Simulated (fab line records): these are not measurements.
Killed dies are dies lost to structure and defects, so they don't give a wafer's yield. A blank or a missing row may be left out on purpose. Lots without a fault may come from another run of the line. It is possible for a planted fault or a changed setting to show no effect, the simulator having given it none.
A struck lot beside a sound one || flow rit cmos || 45 steps out of a route of 202
Sound: wafers L648.3, L648.4, L648.5. Wafers L656.2, L656.5, L656.6 were the ones struck. At the end, the cause is stated.
Each step with rows lists, per side, the tool, then ch with its chambers, then its first start. Under that, the readings that differ: sound wafers || struck wafers || difference of the means || sigmas: that difference in standard deviations of wafers without a fault.
alike: a reading whose means differ by less than 2 such deviations, as well as words and numbers matching on both sides. not compared: withheld readings; readings where some wafer has no value; bounds like >300 that might hide an equal value; numbers whose values overlap and for which the record gives no deviation.
Wherever a step has rows on one side only, a row that says differs or no value, or a row with sigmas, the two part there. When numbers do not overlap yet have no deviation, they are printed without sigmas and do not part them. A reading that every wafer of one side lacks parts them only if that side has two wafers or more.

first, 4 steps without rows for these wafers: RIT_PLDD_SOFTBAKE_02 (time 60 s); RIT_PLDD_EXPOSE_03 (exposes mask M8, target cd 40900 nm); RIT_PLDD_PEB_04; RIT_PLDD_DEVELOP_05 (develop time 50 s).
RIT_PLDD_OVL_MEAS_06:
  sound on overlay-01 at day 3 04:31; struck on overlay-02 at day 4 16:56
  alike: PLDD_OVL
then, 2 steps without rows for these wafers: RIT_PLDD_HARDBAKE_07 (time 60 s); RIT_PLDD_IMPLANT_08.
RIT_PLDD_STRIP_09: strips in O2, time 180 s.
  sound on plasma asher-03 ch 0,1, day 3 04:53; struck on plasma asher-01 ch 0,1, day 4 17:20
  alike: drypump motor current A
  not compared: rf hours counter h
RIT_PLDD_TW_MEAS_10:
  sound on film metro-03 at day 3 05:02; struck on film metro-04 at day 4 17:31
{"reading": "PLDD_TW", "sound": "2374 2378 2376", "struck": "2346 2346 2360", "difference": -25, "sigmas": -2}
then, 3 steps without rows for these wafers: RIT_SPACER_CLEAN_00 (cleans in SC1, time 600 s); RIT_SPACER_CLEAN_01 (cleans in dHF, time 30 s); RIT_SPACER_CLEAN_02 (cleans in SC2, time 600 s).
RIT_SPACER_CVD_03: deposits Si3N4 from SiH2Cl2/NH3, target thk 250 nm, time 3300 s.
  sound on lpcvd-02 ch 0, day 3 05:26; struck on lpcvd-02 ch 1, day 4 17:58
{"reading": "zone power centre pct (%)", "sound": "34.6 34.6 35.5", "struck": "41.2 41.2 41.1", "difference": "+6.3", "sigmas": "+2"}
{"reading": "model.Si3N4_of_SPACER_CVD_03.thk nm (nm)", "sound": "252.4 249.6 247.7", "struck": "71.07 69.84 71.24", "difference": -179.18, "sigmas": ""}
RIT_SPACER_THK_MEAS_04:
  sound on film metro-03 at day 3 07:22; struck on film metro-02 at day 4 19:53
{"reading": "SPACER_NITRIDE_THK (nm)", "sound": "252.6 249.5 247.6", "struck": "71.1 69.8 71.3", "difference": -179.2, "sigmas": -75}
RIT_SPACER_ETCHBACK_05: etches Si3N4 in SF6/CHF3, stops on SiO2, target depth 250 nm, time 240 s.
  sound on rie diel-01 ch 0,2, day 3 07:25; struck on rie diel-02 ch 1,2, day 4 19:56
{"reading": "oes product au (a.u.)", "sound": "0.869 0.873 0.843", "struck": "0.406 0.395 0.410", "difference": -0.458, "sigmas": -35}
{"reading": "model.etch.depth nm (nm)", "sound": "252.4 249.6 247.7", "struck": "71.07 69.84 71.24", "difference": -179.18, "sigmas": ""}
  alike: CHF3_flow_sccm, drypump motor current A, throttle valve pct
  not compared: rf hours counter h
then, 6 steps without rows for these wafers: RIT_NSD_HMDS_00 (prime time 60 s); RIT_NSD_COAT_01 (resist thk 1000 nm); RIT_NSD_SOFTBAKE_02 (time 60 s); RIT_NSD_EXPOSE_03 (exposes mask M9, target cd 40700 nm); RIT_NSD_PEB_04; RIT_NSD_DEVELOP_05 (develop time 50 s).
RIT_NSD_OVL_MEAS_06:
  sound on overlay-01 at day 3 08:25; struck on overlay-01 at day 4 21:04
  alike: NSD_OVL
then, 2 steps without rows for these wafers: RIT_NSD_HARDBAKE_07 (time 60 s); RIT_NSD_IMPLANT_08.
RIT_NSD_STRIP_09: strips in O2, time 180 s.
  sound on plasma asher-01 ch 0,1, day 3 08:48; struck on plasma asher-03 ch 0,1, day 4 21:24
  alike: drypump motor current A
  not compared: rf hours counter h
RIT_NSD_TW_MEAS_10:
  sound on film metro-01 at day 3 08:56; struck on film metro-04 at day 4 21:35
  alike: NSD_TW
then, 6 steps without rows for these wafers: RIT_PSD_HMDS_00 (prime time 60 s); RIT_PSD_COAT_01 (resist thk 1000 nm); RIT_PSD_SOFTBAKE_02 (time 60 s); RIT_PSD_EXPOSE_03 (exposes mask M10, target cd 40900 nm); RIT_PSD_PEB_04; RIT_PSD_DEVELOP_05 (develop time 50 s).
RIT_PSD_OVL_MEAS_06:
  sound on overlay-01 at day 3 09:50; struck on overlay-02 at day 4 22:29
{"reading": "PSD_OVL (nm)", "sound": "0.4 0.2 -0.1", "struck": "-2.8 -1.3 -3.7", "difference": -2.8, "sigmas": -2}
then, 2 steps without rows for these wafers: RIT_PSD_HARDBAKE_07 (time 60 s); RIT_PSD_IMPLANT_08.
RIT_PSD_STRIP_09: strips in O2, time 180 s.
  sound on plasma asher-03 ch 0,1, day 3 10:13; struck on plasma asher-02 ch 0,1, day 4 22:49
  alike: drypump motor current A
  not compared: rf hours counter h
RIT_PSD_TW_MEAS_10:
  sound on film metro-04 at day 3 10:22; struck on film metro-03 at day 4 23:00
{"reading": "PSD_TW", "sound": "3424 3418 3420", "struck": "3471 3459 3449", "difference": "+39", "sigmas": "+2"}
then, 3 steps without rows for these wafers: RIT_SDANNEAL_CLEAN_00 (cleans in SC1, time 600 s); RIT_SDANNEAL_CLEAN_01 (cleans in dHF, time 31.36 s); RIT_SDANNEAL_CLEAN_02 (cleans in SC2, time 600 s).
RIT_SDANNEAL_RTA_03: time 5 s.
  sound on rtp anneal-02 ch 0, day 3 10:48; struck on rtp anneal-02 ch 0, day 4 23:26
  alike: wafer_temp_C_max
RIT_SDANNEAL_RS_MEAS_04: measures by four-point-probe.
  sound on film metro-04 at day 3 10:53; struck on film metro-03 at day 4 23:30
  alike: PSD_RS
RIT_SILICIDE_WET_ETCH_00: etches SiO2 in BOE, target depth 14 nm, time 15 s.
  sound on wet bench-01 ch 2, day 3 11:19; struck on wet bench-01 ch 0, day 4 23:58
{"reading": "model.Si3N4_of_SPACER_CVD_03.thk nm (nm)", "sound": "198.7 196.2 195.1", "struck": "55.04 53.76 55.12", "difference": -142.03, "sigmas": ""}
RIT_M1_BOW_MEAS_16:
  sound on film metro-03 at day 3 18:07; struck on film metro-04 at day 5 07:34
{"reading": "M1_BOW (um)", "sound": "11 8 16", "struck": "-3 0 -2", "difference": -13, "sigmas": -2}
RIT_M1_PROBE_99:
  sound on prober-01 at day 3 18:18; struck on prober-02 at day 5 07:43
  no value came back on the struck wafers for any of 8 readings (model.etest.pldd.rs ohm sq, model.etest.nldd.rs ohm sq and others); on the sound wafers model.etest.pldd.rs ohm sq reads 495.1 498.1 504.8
  alike: killed at front end, killed dies, killed on rim, killed open, killed short

## WHERE THEY PART
Last at RIT_M1_PROBE_99 as far as this record goes, first at RIT_PLDD_TW_MEAS_10.

WHY: the cause the simulator had injected
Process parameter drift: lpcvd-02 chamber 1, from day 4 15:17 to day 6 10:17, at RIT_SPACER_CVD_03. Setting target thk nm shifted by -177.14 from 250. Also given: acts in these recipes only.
